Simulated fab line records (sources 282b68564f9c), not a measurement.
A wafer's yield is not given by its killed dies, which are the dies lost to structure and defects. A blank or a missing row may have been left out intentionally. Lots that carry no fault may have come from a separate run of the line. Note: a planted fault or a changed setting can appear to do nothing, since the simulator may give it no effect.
What tool caused it?	flow ritCmos	42 wafers sampled from 14 lots at 1 step of a route of 202

== WHAT THE GAUGES READ, wafer by wafer ==
Not one reading of a measure or inspect step in the record can be checked against a usual standard deviation.

== WHICH TOOL RAN EACH LOT (tool, then ch and the chambers of the sampled wafers, then the start) ==
lot	RIT_PSD_STRIP_09
L877	plasmaAsher-02 ch 0,1, day 3 06:43
L879	plasmaAsher-02 ch 0,1, day 3 11:00
L880	plasmaAsher-03 ch 0,1, day 3 15:16
L881	plasmaAsher-01 ch 0,1, day 3 21:48
L882	plasmaAsher-03 ch 0,1, day 4 02:18
L883	plasmaAsher-03 ch 1, day 4 07:00
L884	plasmaAsher-02 ch 0,1, day 4 10:58
L885	plasmaAsher-01 ch 0,1, day 4 17:23
L886	plasmaAsher-01 ch 0,1, day 4 22:40
L888	plasmaAsher-02 ch 0,1, day 5 07:46
L893	plasmaAsher-02 ch 0,1, day 6 08:35
L895	plasmaAsher-01 ch 0,1, day 6 18:23
L897	plasmaAsher-01 ch 0,1, day 7 05:18
L898	plasmaAsher-03 ch 0,1, day 7 09:06
- RIT_PSD_STRIP_09: strips in O2, time 180 s.

== AS READ BY THE TOOLS THEMSELVES (means over the sampled wafers that have a number; for cases with no such wafer, the mark the record gives instead) ==
RIT_PSD_STRIP_09. Usual: chamberPressureMTorr 4000 mTorr, standard deviation 3.9; drypumpMotorCurrentA 5.7 A, standard deviation 0.4.
lot	tool	chamberPressureMTorr (mTorr)	drypumpMotorCurrentA (A)	flag
L877	plasmaAsher-02	3999	5.7	
L879	plasmaAsher-02	3997	5.7	
L880	plasmaAsher-03	4000	5.3	
L881	plasmaAsher-01	4002	6.0	
L882	plasmaAsher-03	3999	5.2	
L883	plasmaAsher-03	3999	5.1	
L884	plasmaAsher-02	3998	5.9	
L885	plasmaAsher-01	-	-	OFF
L886	plasmaAsher-01	-	-	OFF
L888	plasmaAsher-02	4003	5.9	
L893	plasmaAsher-02	4001	5.7	
L895	plasmaAsher-01	4001	6.0	
L897	plasmaAsher-01	4001	6.0	
L898	plasmaAsher-03	4002	5.3	

== THE ANSWER, worked out from the rows above alone ==
Rule: a lot counts as off when the mean over its wafers that have a number is more than 3 standard deviations away from the usual mean. Also off: a lot with no number at a reading for which 4 or more lots have one. The other lots that the step has rows for count as sound. The gauges are gone through in route order, then the tools' own readings, and for those a lot's mean is taken as printed above. At the first step where some lot is off, the reading lying furthest off is the one used; lots without a number count as furthest.
Off: L885, L886, at RIT_PSD_STRIP_09 (chamberPressureMTorr). Without a number there: L885, L886.
A tool fits if, at that step or a process step before it, it ran every lot that is off, and no sound lot after the first of them. None of those tried fits.

== WHAT THE SIMULATOR HAD PUT IN ==
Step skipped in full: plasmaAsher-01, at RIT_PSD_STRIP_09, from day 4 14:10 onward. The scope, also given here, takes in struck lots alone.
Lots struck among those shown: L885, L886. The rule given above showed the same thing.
